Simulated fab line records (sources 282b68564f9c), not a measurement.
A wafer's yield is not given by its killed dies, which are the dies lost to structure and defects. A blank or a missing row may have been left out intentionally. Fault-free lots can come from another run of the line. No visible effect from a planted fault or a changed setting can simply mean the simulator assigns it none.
fab line records    flow rit-cmos
[record] lots = 6  wafers = 18  last-day = 7
route steps=202 shown SDANNEAL@156 PSD@157 NSD@158 PLDD@159 NLDD@160 SILICIDE@161 CONTACT@168
lots untouched by any fault: they come from a run of this same line in which no faults occurred
start-h: hours from the record's opening day to when the first of the lot's shown wafers began    wait-h: how many hours have passed since the lot's step before this one    " the same as in the row above    L1.1+2: several wafers, shown together as one row    - no value, or no start was given    * or withheld: withheld    < > ~ a bound
route shown NAME@n: a module of which the file shows steps, and the number in the route of the first    usual: mean/standard deviation of fault-free wafers    same: alike in all rows    chamber/n: place in a boat    sites: readings site by site    _std_site: standard deviation across them    _edge_site: mean of outer sites minus mean of inner sites    radius-mm: for every site, how far away it sits from the centre of the wafer    mask NAME#n: copy n    behind: the most recent tool/chamber to have shaped the wafer    hold: what put the lot on hold/how long, in hours/how the hold closed    device: the n, p or np transistor that did not switch    end of line: tests of these same wafers at the route's end    step lacking rows: just its recipe    killed: not the wafer's yield, but the dies lost to structure and defects at the first sort    map: dies across one wafer; x = killed, . = not, _ = none there
set.NAME: the setting that was run; set.NAME@STEP: the one run at that earlier step    model.NAME: the simulator's own value behind a step, which no gauge read
a table for each step, a row for each wafer; lots at some steps of the route
services: a tool's chamber out of use, with start hour (start-h, from the record's first day; less than 0 if before it), hours out, and reason
[[steps]]
[step RIT_SDANNEAL_RTA_03]
[recipe] temp-c = 1050  time-s = 5  idle-temp-c = 600  ramp-up-c-per-s = 342  ramp-down-c-per-s = 171  cool-to-c = 600  ambient = N2
[usual] chamber-o2-ppm = 2.001/0.02  wafer_temp_C_max = 1053.6/1.3
[same] time-s = 5
lot.wafer  tool           chamber  start-h  wait-h  chamber-o2-ppm  wafer_temp_C_max
L640.3     rtp-anneal-01  0        90.18    0.0     2.001           1055.5
L640.4     "              0        "        "       1.948           1053.8
L640.6     "              0        "        "       1.993           1053.9
L645.3     rtp-anneal-02  0        113.95   0.0     2.001           1054.8
L645.5     "              0        "        "       1.968           1053.8
L645.6     "              0        "        "       1.998           1053.1
L646.1     rtp-anneal-01  0        120.41   0.0     1.960           1053.3
L646.4     "              0        "        "       1.994           1055.0
L646.6     "              0        "        "       2.015           1053.8
L648.4     rtp-anneal-01  0        127.15   0.0     1.981           1053.3
L648.5     "              0        "        "       1.994           1053.3
L648.6     "              0        "        "       2.017           1052.3
L653.4     rtp-anneal-02  0        154.47   0.0     2.009           1054.4
L653.5     "              0        "        "       1.979           1050.8
L653.6     "              0        "        "       2.020           1054.0
L656.2     rtp-anneal-01  0        166.51   0.0     2.009           1055.3
L656.3     "              0        "        "       2.004           1054.6
L656.4     "              0        "        "       2.019           1052.2
[step RIT_SDANNEAL_RS_MEAS_04]
[recipe] thk-meas-gauge = four-point-probe
[usual] PSD_RS = 115.08/0.29
lot.wafer  tool           chamber  start-h  wait-h  PSD_RS[ohm/sq]
L640.3     film-metro-04  -        90.26    0.1     115.15
L640.4     "              -        "        "       115.03
L640.6     "              -        "        "       115.19
L645.3     film-metro-04  -        114.03   0.1     115.27
L645.5     "              -        "        "       114.92
L645.6     "              -        "        "       115.01
L646.1     film-metro-02  -        120.47   0.0     115.16
L646.4     "              -        "        "       114.95
L646.6     "              -        "        "       114.79
L648.4     film-metro-03  -        127.24   0.1     114.86
L648.5     "              -        "        "       114.52
L648.6     "              -        "        "       114.82
L653.4     film-metro-04  -        154.56   0.1     115.26
L653.5     "              -        "        "       115.29
L653.6     "              -        "        "       115.51
L656.2     film-metro-04  -        166.58   0.1     115.06
L656.3     "              -        "        "       114.98
L656.4     "              -        "        "       115.15
[step RIT_SDANNEAL_RS_MEAS_05]
[recipe] thk-meas-gauge = four-point-probe
[usual] NSD_RS = 84.65/0.27
lot.wafer  tool           chamber  start-h  wait-h  NSD_RS[ohm/sq]
L640.3     film-metro-04  -        90.38    0.1     84.64
L640.4     "              -        "        "       84.51
L640.6     "              -        "        "       84.74
L645.3     film-metro-04  -        114.15   0.1     84.83
L645.5     "              -        "        "       84.71
L645.6     "              -        "        "       84.49
L646.1     film-metro-02  -        120.59   0.1     84.32
L646.4     "              -        "        "       84.60
L646.6     "              -        "        "       84.51
L648.4     film-metro-03  -        127.36   0.1     84.68
L648.5     "              -        "        "       84.59
L648.6     "              -        "        "       84.32
L653.4     film-metro-04  -        154.68   0.1     84.57
L653.5     "              -        "        "       84.57
L653.6     "              -        "        "       84.77
L656.2     film-metro-04  -        166.70   0.1     84.54
L656.3     "              -        "        "       84.53
L656.4     "              -        "        "       84.40
[step RIT_SDANNEAL_RS_MEAS_06]
[recipe] thk-meas-gauge = four-point-probe
[usual] PLDD_RS = 177.8/0.49
lot.wafer  tool           chamber  start-h  wait-h  PLDD_RS[ohm/sq]
L640.3     film-metro-04  -        90.50    0.1     177.3
L640.4     "              -        "        "       177.6
L640.6     "              -        "        "       177.2
L645.3     film-metro-04  -        114.27   0.1     178.1
L645.5     "              -        "        "       177.9
L645.6     "              -        "        "       177.5
L646.1     film-metro-02  -        120.71   0.1     177.4
L646.4     "              -        "        "       176.9
L646.6     "              -        "        "       177.8
L648.4     film-metro-03  -        127.48   0.1     178.0
L648.5     "              -        "        "       177.7
L648.6     "              -        "        "       178.6
L653.4     film-metro-04  -        154.80   0.1     178.3
L653.5     "              -        "        "       178.5
L653.6     "              -        "        "       178.4
L656.2     film-metro-04  -        166.82   0.1     178.0
L656.3     "              -        "        "       177.7
L656.4     "              -        "        "       177.8
[step RIT_SDANNEAL_RS_MEAS_07]
[recipe] thk-meas-gauge = four-point-probe
[usual] NLDD_RS = 151.9/0.53
lot.wafer  tool           chamber  start-h  wait-h  NLDD_RS[ohm/sq]
L640.3     film-metro-04  -        90.62    0.1     151.4
L640.4     "              -        "        "       151.9
L640.6     "              -        "        "       151.8
L645.3     film-metro-04  -        114.39   0.1     152.7
L645.5     "              -        "        "       151.7
L645.6     "              -        "        "       152.5
L646.1     film-metro-02  -        120.83   0.1     151.3
L646.4     "              -        "        "       151.7
L646.6     "              -        "        "       151.5
L648.4     film-metro-03  -        127.60   0.1     151.8
L648.5     "              -        "        "       152.0
L648.6     "              -        "        "       152.0
L653.4     film-metro-04  -        154.92   0.1     151.7
L653.5     "              -        "        "       151.4
L653.6     "              -        "        "       151.1
L656.2     film-metro-04  -        166.94   0.1     152.7
L656.3     "              -        "        "       152.2
L656.4     "              -        "        "       152.3
[step RIT_SILICIDE_WET_ETCH_00]
[recipe] chemistry = BOE  target = SiO2  target-depth-nm = 14  time-s = 15  dry = n2-spin  dilution = 10:1  temp-c = 21.5
[step RIT_SILICIDE_SPUTTER_01]
[recipe] material = Ti  target-thk-nm = 30  power-w = 354.1  chamber-pressure-pa = 0.667  gas = Ar  time-s = 240  substrate-temp-c = 25
[usual] throttle-valve-pct = 29.8/1.4
[same] time-s = 240
lot.wafer  tool            chamber  start-h  wait-h  throttle-valve-pct
L640.3     pvd-sputter-04  -        90.71    0.0     30.4
L640.4     "               -        "        "       30.6
L640.6     "               -        "        "       30.3
L645.3     pvd-sputter-01  -        114.48   0.0     28.1
L645.5     "               -        "        "       32.5
L645.6     "               -        "        "       29.8
L646.1     pvd-sputter-04  -        120.96   0.0     30.4
L646.4     "               -        "        "       28.8
L646.6     "               -        "        "       28.9
L648.4     pvd-sputter-04  -        127.67   0.0     28.3
L648.5     "               -        "        "       29.2
L648.6     "               -        "        "       30.4
L653.4     pvd-sputter-01  -        154.99   0.0     28.8
L653.5     "               -        "        "       31.9
L653.6     "               -        "        "       28.7
L656.2     pvd-sputter-04  -        167.05   0.0     28.8
L656.3     "               -        "        "       28.3
L656.4     "               -        "        "       30.4
[step RIT_SILICIDE_RS_MEAS_02]
[recipe] thk-meas-gauge = four-point-probe  reads = Ti_of_SILICIDE_SPUTTER_01
[usual] SILICIDE_TI_RS = 47.2/0.74
lot.wafer  tool           chamber  start-h  wait-h  SILICIDE_TI_RS[ohm/sq]
L640.3     film-metro-01  -        90.90    0.1     45.8
L640.4     "              -        "        "       46.1
L640.6     "              -        "        "       47.6
L645.3     film-metro-02  -        114.67   0.1     46.3
L645.5     "              -        "        "       47.2
L645.6     "              -        "        "       46.8
L646.1     film-metro-01  -        121.11   0.1     45.3
L646.4     "              -        "        "       46.8
L646.6     "              -        "        "       46.7
L648.4     film-metro-01  -        127.88   0.1     48.2
L648.5     "              -        "        "       46.8
L648.6     "              -        "        "       46.9
L653.4     film-metro-01  -        155.20   0.1     47.3
L653.5     "              -        "        "       48.2
L653.6     "              -        "        "       47.7
L656.2     film-metro-01  -        167.22   0.1     47.6
L656.3     "              -        "        "       47.7
L656.4     "              -        "        "       47.3
[step RIT_SILICIDE_THK_MEAS_03]
[recipe] thk-meas-gauge = xrf  reads = Ti_of_SILICIDE_SPUTTER_01
[usual] SILICIDE_TI_THK = 30.3/0.4
lot.wafer  tool           chamber  start-h  wait-h  SILICIDE_TI_THK[nm]
L640.3     film-metro-01  -        91.00    0.1     31.0
L640.4     "              -        "        "       30.8
L640.6     "              -        "        "       30.0
L645.3     film-metro-02  -        114.77   0.1     30.4
L645.5     "              -        "        "       29.9
L645.6     "              -        "        "       30.3
L646.1     film-metro-01  -        121.23   0.1     31.3
L646.4     "              -        "        "       30.5
L646.6     "              -        "        "       30.6
L648.4     film-metro-01  -        127.97   0.1     29.8
L648.5     "              -        "        "       30.4
L648.6     "              -        "        "       30.5
L653.4     film-metro-01  -        155.29   0.1     30.2
L653.5     "              -        "        "       29.8
L653.6     "              -        "        "       30.0
L656.2     film-metro-01  -        167.33   0.1     30.2
L656.3     "              -        "        "       30.0
L656.4     "              -        "        "       30.1
[step RIT_SILICIDE_RTA_04]
[recipe] temp-c = 650  time-s = 10  idle-temp-c = 25  ramp-up-s = 5  ramp-down-s = 5  cool-to-c = 25  ambient = N2
[usual] chamber-o2-ppm = 2.003/0.022  wafer_temp_C_max = 653.8/0.82
[same] time-s = 10
lot.wafer  tool           chamber  start-h  wait-h  chamber-o2-ppm  wafer_temp_C_max
L640.3     rtp-anneal-02  0        91.06    0.1     2.004           654.5
L640.4     "              0        "        "       1.992           654.4
L640.6     "              0        "        "       2.000           653.3
L645.3     rtp-anneal-01  0        114.84   0.1     2.017           655.7
L645.5     "              0        "        "       1.994           653.4
L645.6     "              0        "        "       2.002           653.3
L646.1     rtp-anneal-02  0        121.29   0.1     2.004           654.9
L646.4     "              0        "        "       1.995           656.0
L646.6     "              0        "        "       1.971           653.3
L648.4     rtp-anneal-02  0        128.04   0.1     1.993           654.0
L648.5     "              0        "        "       2.024           654.6
L648.6     "              0        "        "       2.020           653.8
L653.4     rtp-anneal-01  0        155.35   0.1     1.990           653.3
L653.5     "              0        "        "       2.032           653.1
L653.6     "              0        "        "       1.989           653.6
L656.2     rtp-anneal-02  0        167.39   0.1     1.975           654.4
L656.3     "              0        "        "       1.979           654.9
L656.4     "              0        "        "       1.984           654.3
[step RIT_SILICIDE_WET_ETCH_05]
[recipe] chemistry = SPM  target = Ti  temp-c = 90  time-s = 120  dry = n2-spin
[step RIT_SILICIDE_RTA_06]
[recipe] temp-c = 750  time-s = 10  idle-temp-c = 25  ramp-up-s = 5  ramp-down-s = 10  cool-to-c = 25  ambient = N2
[usual] chamber-o2-ppm = 1.999/0.024  wafer_temp_C_max = 754.5/1.1
[same] time-s = 10
lot.wafer  tool           chamber  start-h  wait-h  chamber-o2-ppm  wafer_temp_C_max
L640.3     rtp-anneal-01  0        91.17    0.0     2.020           754.4
L640.4     "              0        "        "       2.018           755.0
L640.6     "              0        "        "       1.995           756.0
L645.3     rtp-anneal-02  0        114.94   0.0     1.990           755.4
L645.5     "              0        "        "       2.021           755.5
L645.6     "              0        "        "       2.001           755.0
L646.1     rtp-anneal-01  0        121.40   0.0     2.000           754.6
L646.4     "              0        "        "       1.961           753.8
L646.6     "              0        "        "       2.017           754.3
L648.4     rtp-anneal-01  0        128.15   0.0     1.996           752.5
L648.5     "              0        "        "       2.035           752.9
L648.6     "              0        "        "       2.015           752.9
L653.4     rtp-anneal-02  0        155.46   0.0     1.971           754.1
L653.5     "              0        "        "       1.993           754.8
L653.6     "              0        "        "       1.970           755.0
L656.2     rtp-anneal-01  0        167.51   0.0     1.964           753.1
L656.3     "              0        "        "       1.973           753.9
L656.4     "              0        "        "       2.006           752.9
[step RIT_CONTACT_CVD_00]
[recipe] material = SiO2  target-thk-nm = 400  precursor = TEOS  temp-c = 390  time-s = 61  rf-w = 388.2
[usual] heater-power-w = 331/44
[same] time-s = 61
lot.wafer  tool      chamber  start-h  wait-h  heater-power-w
L640.3     pecvd-04  1        91.22    0.0     317
L640.4     "         1        "        "       335
L640.6     "         2        "        "       231
L645.3     pecvd-02  1        114.99   0.0     326
L645.5     "         0        "        "       395
L645.6     "         1        "        "       345
L646.1     pecvd-04  0        121.47   0.1     385
L646.4     "         0        "        "       385
L646.6     "         2        "        "       251
L646.1     pecvd-04  0        121.69   0.2     379
L646.4     "         0        "        "       393
L646.6     "         2        "        "       249
L648.4     pecvd-02  2        128.20   0.0     333
L648.5     "         1        "        "       314
L648.6     "         0        "        "       353
L648.4     pecvd-02  2        128.42   0.2     331
L648.5     "         1        "        "       317
L648.6     "         0        "        "       353
L653.4     pecvd-01  1        155.52   0.0     293
L653.5     "         2        "        "       363
L653.6     "         0        "        "       385
L656.2     pecvd-01  2        167.57   0.0     362
L656.3     "         1        "        "       331
L656.4     "         1        "        "       342
[step RIT_CONTACT_THK_MEAS_01]
[recipe] reads = SiO2_of_CONTACT_CVD_00
[usual] CONTACT_TEOS_THK = 395/7.4
lot.wafer  tool           chamber  start-h  wait-h  CONTACT_TEOS_THK[nm]
L640.3     film-metro-01  -        91.29    0.0     397
L640.4     "              -        "        "       395
L640.6     "              -        "        "       394
L645.3     film-metro-01  -        115.06   0.0     396
L645.5     "              -        "        "       397
L645.6     "              -        "        "       409
L646.1     film-metro-02  -        121.74   0.0     782
L646.4     "              -        "        "       800
L646.6     "              -        "        "       785
L648.4     film-metro-03  -        128.48   0.0     789
L648.5     "              -        "        "       799
L648.6     "              -        "        "       773
L653.4     film-metro-03  -        155.57   0.0     407
L653.5     "              -        "        "       401
L653.6     "              -        "        "       419
L656.2     film-metro-02  -        167.63   0.0     392
L656.3     "              -        "        "       405
L656.4     "              -        "        "       411
[step RIT_CONTACT_HMDS_02]
[recipe] prime-time-s = 60  prime-temp-c = 140
[step RIT_CONTACT_COAT_03]
[recipe] resist = NOVOLAK  spin-rpm = 3250  resist-thk-nm = 1000
[step RIT_CONTACT_SOFTBAKE_04]
[recipe] resist = NOVOLAK  temp-c = 90  time-s = 60
[step RIT_CONTACT_EXPOSE_05]
[recipe] mask-id = M11  na = 0.6  source-shape = conventional  sigma-outer = 0.5  target-cd-nm = 1000  dose-mj = 250
[step RIT_CONTACT_PEB_06]
[recipe] resist = NOVOLAK  temp-c = withheld  time-s = withheld
[step RIT_CONTACT_DEVELOP_07]
[recipe] resist = NOVOLAK  develop-time-s = 120  dev-temp-c = 23
[step RIT_CONTACT_CD_MEAS_08]
[recipe] target-cd-nm = 1000
[usual] cd-nm = 1000.1/1.9
lot.wafer  tool       chamber  start-h  wait-h  cd-nm
L640.3     cd-sem-01  -        92.52    -       998.7
L640.4     "          -        "        "       998.5
L640.6     "          -        "        "       998.0
L645.3     cd-sem-01  -        116.23   -       995.9
L645.5     "          -        "        "       997.1
L645.6     "          -        "        "       996.6
L646.1     cd-sem-01  -        122.76   -       1002.1
L646.4     "          -        "        "       1001.7
L646.6     "          -        "        "       1001.9
L648.4     cd-sem-01  -        129.53   -       996.6
L648.5     "          -        "        "       998.8
L648.6     "          -        "        "       998.0
L653.4     cd-sem-01  -        156.76   -       998.1
L653.5     "          -        "        "       1000.7
L653.6     "          -        "        "       1001.6
L656.2     cd-sem-01  -        168.66   -       999.4
L656.3     "          -        "        "       1002.0
L656.4     "          -        "        "       998.5
[step RIT_CONTACT_OVL_MEAS_09]
[usual] CONTACT_OVL = 0.7/1.1
lot.wafer  tool        chamber  start-h  wait-h  CONTACT_OVL[nm]
L640.3     overlay-02  -        92.61    0.1     2.9
L640.4     "           -        "        "       1.5
L640.6     "           -        "        "       0.1
L645.3     overlay-02  -        116.32   0.1     -0.3
L645.5     "           -        "        "       2.2
L645.6     "           -        "        "       1.4
L646.1     overlay-02  -        122.88   0.1     1.7
L646.4     "           -        "        "       1.1
L646.6     "           -        "        "       1.3
L648.4     overlay-01  -        129.61   0.1     -0.4
L648.5     "           -        "        "       0.3
L648.6     "           -        "        "       1.5
L653.4     overlay-01  -        156.83   0.1     0.5
L653.5     "           -        "        "       0.9
L653.6     "           -        "        "       1.0
L656.2     overlay-01  -        168.77   0.1     1.5
L656.3     "           -        "        "       0.5
L656.4     "           -        "        "       0.3
[step RIT_CONTACT_HARDBAKE_10]
[recipe] resist = NOVOLAK  temp-c = 140  time-s = 60
[step RIT_CONTACT_ETCH_11]
[recipe] target-depth-a = 4800  over-etch-frac = 0.2  stop-on = TiSi2  chemistry = CHF3/CF4/Ar  target = SiO2  CHF3_flow_sccm = 50  cf4-flow-sccm = 10  Ar_flow_sccm = 100  O2_flow_sccm = 5  pressure-mtorr = 100  rf-w = 205.5  time-s = 320
[usual] drypump-motor-current-A = 5.8/0.58  oes-product-au = 0.987/0.018  throttle-valve-pct = 8.85/0.11
[same] time-s = 320
lot.wafer  tool         chamber  start-h  wait-h  drypump-motor-current-A  oes-product-au  rf-hours-counter-h  throttle-valve-pct  model.CONTACT.feature-depth-nm  model.etch.depth-nm
L640.3     rie-diel-04  3        92.78    0.1     6.4                      0.982           3                   8.56                396.9                           396.9
L640.4     "            2        "        "       5.4                      0.987           105                 8.96                394.7                           394.7
L640.6     "            2        "        "       5.4                      0.985           -                   8.96                394                             394
L645.3     rie-diel-03  1        116.50   0.1     6.1                      0.985           1                   8.79                396.1                           396.1
L645.5     "            2        "        "       6.0                      0.988           -                   8.83                397                             397
L645.6     "            3        "        "       5.5                      1.007           -                   9.04                408.2                           408.2
L646.1     rie-diel-03  2        123.07   0.1     6.0                      0.991           24                  8.84                490.2                           490.2
L646.4     "            1        "        "       6.0                      1.007           1                   8.78                485.1                           485.1
L646.6     "            0        "        "       5.5                      1.017           -                   9.03                471.3                           471.3
L648.4     rie-diel-03  0        129.78   0.1     5.5                      1.014           32                  9.02                474.7                           474.7
L648.5     "            2        "        "       6.0                      0.989           -                   8.85                489.1                           489.1
L648.6     "            1        "        "       6.1                      0.990           -                   8.81                492.2                           492.2
L653.4     rie-diel-01  2        157.00   0.1     5.2                      0.960           20                  8.90                406.9                           406.9
L653.5     "            2        "        "       5.2                      0.956           -                   8.91                400.6                           400.6
L653.6     "            1        "        "       6.6                      0.985           -                   8.85                419                             419
L656.2     rie-diel-03  2        168.95   0.1     6.0                      0.974           24                  8.84                391.9                           391.9
L656.3     "            1        "        "       6.0                      0.978           2                   8.80                404.6                           404.6
L656.4     "            2        "        "       6.0                      0.991           -                   8.83                411.5                           411.5
[step RIT_CONTACT_STRIP_12]
[recipe] chemistry = O2  time-s = 180  resist = NOVOLAK  platen-temp-c = withheld  power-w = 500  pressure-mtorr = 4000  o2-flow-sccm = 4000
[usual] drypump-motor-current-A = 5.8/0.66
[same] time-s = 180
lot.wafer  tool             chamber  start-h  wait-h  drypump-motor-current-A  rf-hours-counter-h
L640.3     plasma-asher-03  1        93.03    0.2     4.9                      -
L640.4     "                0        "        "       6.2                      -
L640.6     "                0        "        "       6.2                      -
L645.3     plasma-asher-02  0        116.75   0.2     6.1                      -
L645.5     "                0        "        "       6.1                      -
L645.6     "                1        "        "       6.6                      -
L646.1     plasma-asher-03  0        123.26   0.1     6.2                      47
L646.4     "                0        "        "       6.2                      -
L646.6     "                1        "        "       4.9                      -
L648.4     plasma-asher-04  1        130.03   0.2     5.2                      -
L648.5     "                0        "        "       6.3                      -
L648.6     "                1        "        "       5.2                      -
L653.4     plasma-asher-02  1        157.25   0.2     6.6                      -
L653.5     "                0        "        "       6.1                      -
L653.6     "                1        "        "       6.6                      -
L656.2     plasma-asher-03  1        169.14   0.1     4.9                      51
L656.3     "                1        "        "       4.9                      -
L656.4     "                0        "        "       6.2                      -
[step RIT_CONTACT_CD_MEAS_90]
[recipe] target-cd-nm = 1000
[usual] cd-nm = 1000.3/1.9
lot.wafer  tool       chamber  start-h  wait-h  cd-nm
L640.3     cd-sem-01  -        93.19    0.1     998.7
L640.4     "          -        "        "       998.4
L640.6     "          -        "        "       997.9
L645.3     cd-sem-02  -        116.91   0.1     995.5
L645.5     "          -        "        "       997.8
L645.6     "          -        "        "       997.3
L646.1     cd-sem-02  -        123.44   0.1     1002.4
L646.4     "          -        "        "       1001.4
L646.6     "          -        "        "       1002.4
L648.4     cd-sem-02  -        130.21   0.1     996.4
L648.5     "          -        "        "       998.7
L648.6     "          -        "        "       997.9
L653.4     cd-sem-02  -        157.43   0.1     998.5
L653.5     "          -        "        "       1001.0
L653.6     "          -        "        "       1002.0
L656.2     cd-sem-02  -        169.34   0.1     999.7
L656.3     "          -        "        "       1001.7
L656.4     "          -        "        "       998.2
[step RIT_CONTACT_CLEAN_13]
[recipe] chemistry = SC1  mix = 3:3:50  time-s = 600  temp-c = 75
[same] time-s = 600
lot.wafer  tool          chamber  start-h  wait-h  model.SiO2_of_CONTACT_CVD_00.thk-nm
L640.3     wet-bench-04  1        93.27    0.1     392.8
L640.4     "             1        "        "       390.6
L640.6     "             1        "        "       389.9
L645.3     wet-bench-02  2        116.99   0.1     392.1
L645.5     "             2        "        "       393
L645.6     "             2        "        "       404.1
L646.1     wet-bench-02  1        123.56   0.1     777.9
L646.4     "             1        "        "       795.7
L646.6     "             1        "        "       779.9
L648.4     wet-bench-02  3        130.27   0.0     785.3
L648.5     "             3        "        "       794.9
L648.6     "             3        "        "       769
L653.4     wet-bench-04  3        157.49   0.0     402.8
L653.5     "             3        "        "       396.5
L653.6     "             3        "        "       415
L656.2     wet-bench-03  3        169.44   0.1     387.9
L656.3     "             3        "        "       400.5
L656.4     "             3        "        "       407.5
[step RIT_CONTACT_CLEAN_14]
[recipe] chemistry = SC2  mix = 3:3:50  time-s = 600  temp-c = 75  dry = n2-spin
[[services]]
tool             chamber  start-h  hours  kind
rie-diel-04      -        75.68    0.6    repair
rie-diel-03      2        97.12    7.6    repair
rie-diel-04      1        97.35    7.6    repair
pvd-sputter-04   -        97.90    2.4    repair
pvd-sputter-04   -        100.49   1.0    repair
rie-diel-04      0        101.10   4.5    repair
plasma-asher-04  -        101.70   3.8    repair
rie-diel-03      1        102.63   6.6    repair
rie-diel-01      0        106.33   -      clean
rie-diel-01      0        106.33   22.8   scheduled-down
rie-diel-01      0        106.33   22.8   vent-cycle
plasma-asher-04  -        108.75   9.0    pm
plasma-asher-04  0        108.75   9.0    vent-cycle
plasma-asher-04  1        108.75   9.0    vent-cycle
rie-diel-04      3        109.76   2.6    repair
plasma-asher-04  0        117.75   -      clean
plasma-asher-04  1        117.75   -      clean
rie-diel-04      0        121.56   1.8    repair
pecvd-04         2        122.61   8.6    repair
rie-diel-03      2        139.12   8.5    repair
rie-diel-03      3        160.43   -      clean
plasma-asher-03  -        160.65   8.0    repair
[[key]]
[first-sign] step = RIT_CONTACT_CVD_00  reading = visit  direction = added
[effect] step = RIT_CONTACT_THK_MEAS_01  reading = CONTACT_TEOS_THK  direction = up  sigmas = 53  usual = 395  struck = 788
[model-effect] step = RIT_CONTACT_ETCH_11  value = CONTACT.feature-depth-nm  without = 395.2  struck = 483.8
[model-effect] step = RIT_CONTACT_CLEAN_13  value = SiO2_of_CONTACT_CVD_00.thk-nm  without = 391.1  struck = 783.8
met-at RIT_CONTACT_CVD_00
struck-wafers L646.1,L646.4,L646.6,L648.4,L648.5,L648.6
later-rows-left-out L646.1,L646.4,L646.6,L648.4,L648.5,L648.6
sort-left-out L646.1,L646.4,L646.6,L648.4,L648.5,L648.6
tester-left-out L646,L648
[earlier-fault] kind = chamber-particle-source  tool = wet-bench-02  chamber = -  onset-h = 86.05  steps = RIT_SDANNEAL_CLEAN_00  rate-per-visit-cm2 = 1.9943  end-h = 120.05
[fault] kind = repeated-step-whole  tool = pecvd-01,pecvd-02,pecvd-04  chamber = -  onset-h = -  steps = RIT_CONTACT_CVD_00  times = 1  scope = struck-lots-only
// tester-left-out: of these lots the tester's yield and bins aren't shown, on N5 and GAA mostly nor the transistor test; their killed dies are dies lost to structure and defects alone, not to doping, threshold or leakage, so they don't give the yield
// sort-left-out: the simulated sort isn't trusted on such a fault, so these wafers' sort isn't shown, and their yield isn't known
// later-rows-left-out: the simulator's readings of these wafers behind a module that went badly wrong aren't trusted and aren't shown, but for the sort
